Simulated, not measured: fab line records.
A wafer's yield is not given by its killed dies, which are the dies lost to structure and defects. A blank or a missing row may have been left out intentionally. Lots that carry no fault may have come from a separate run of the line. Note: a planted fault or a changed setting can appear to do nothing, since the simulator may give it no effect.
Split-lot study ; flow rit cmos ; route with 202 steps; 5 lots, 23 wafers read

== ABOUT THE SPLIT ==
At RIT_REOX_OXIDATION_03 (target thk 25.2 nm, ox time 5580 s), the setting temp c was moved away from the recipe's 900 C on 20 of the 23 wafers read, by -2.9% to -1.7%. This setting was run at the recipe's value on the other wafers.

The file shows no step between the split and the reading.

== THE READING ==
REOX_OXIDE_THK at RIT_REOX_THK_MEAS_04, in nm. Typical for fault-free wafers on this fab line: 25.3 nm, with standard deviation 0.49 nm.

wafer;tool, chamber at the split;temp c as run, C;against the recipe;REOX_OXIDE_THK, nm;against lot-mates on the recipe
L077.1;-, -;879.1;-2.3%;20.7;no lot-mate on the recipe
L077.2;-, -;879.1;-2.3%;20.3;no lot-mate on the recipe
L077.3;-, -;879.1;-2.3%;20.9;no lot-mate on the recipe
L077.4;-, -;879.1;-2.3%;20.8;no lot-mate on the recipe
L077.6;-, -;879.1;-2.3%;20.9;no lot-mate on the recipe
L079.1;-, -;874;-2.9%;19.1;no lot-mate on the recipe
L079.2;-, -;874;-2.9%;19.1;no lot-mate on the recipe
L079.4;-, -;874;-2.9%;19.0;no lot-mate on the recipe
L079.5;-, -;874;-2.9%;19.4;no lot-mate on the recipe
L079.6;-, -;874;-2.9%;18.7;no lot-mate on the recipe
L080.1;furnace-03, 0;900;recipe;24.8;-
L080.4;furnace-03, 0;900;recipe;25.1;-
L080.5;furnace-03, 0;900;recipe;25.3;-
L081.1;-, -;884.6;-1.7%;21.7;no lot-mate on the recipe
L081.2;-, -;884.6;-1.7%;21.9;no lot-mate on the recipe
L081.4;-, -;884.6;-1.7%;21.8;no lot-mate on the recipe
L081.5;-, -;884.6;-1.7%;21.7;no lot-mate on the recipe
L081.6;-, -;884.6;-1.7%;21.9;no lot-mate on the recipe
L085.1;-, -;882.2;-2.0%;21.2;no lot-mate on the recipe
L085.2;-, -;882.2;-2.0%;21.4;no lot-mate on the recipe
L085.3;-, -;882.2;-2.0%;20.9;no lot-mate on the recipe
L085.5;-, -;882.2;-2.0%;20.9;no lot-mate on the recipe
L085.6;-, -;882.2;-2.0%;21.4;no lot-mate on the recipe

THE FIT
A straight line over all 23 wafers: REOX_OXIDE_THK changes by +2.04 nm for each +1% of temp c; r = +0.99; the points scatter about the line by 0.28 nm.
Too few moved wafers have a lot-mate on the recipe to fit a line with each lot's own level taken away.

== THE WHOLE CHAIN: every reading that the file lists as answering this split, in the file's order ==
step;what it does;reading;change (the file's fit);r (the file's)
RIT_REOX_OXIDATION_03;target thk 25.2 nm, ox time 5580 s;SiO2_of_REOX_OXIDATION_03.thk nm (the simulator's own value, which no gauge read);+2.05 nm for each +1% of the setting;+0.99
RIT_REOX_THK_MEAS_04;;REOX_OXIDE_THK;+2.04 for each +1% of the setting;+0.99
RIT_SPACER_CLEAN_00;cleans in SC1, time 600 s;SiO2_of_REOX_OXIDATION_03.thk nm (the simulator's own value, which no gauge read);+1.89 nm for each +1% of the setting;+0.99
RIT_M1_PROBE_99;;etest.pldd.rs ohm sq (the simulator's own value, which no gauge read);+65.6 for each +1% of the setting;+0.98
RIT_M1_PROBE_99;;etest.nldd.rs ohm sq (the simulator's own value, which no gauge read);+25.2 for each +1% of the setting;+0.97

== THE FILE'S OWN FIT ==
REOX_OXIDE_THK changes by +2.04 nm for each +1% of temp c, r = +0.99.
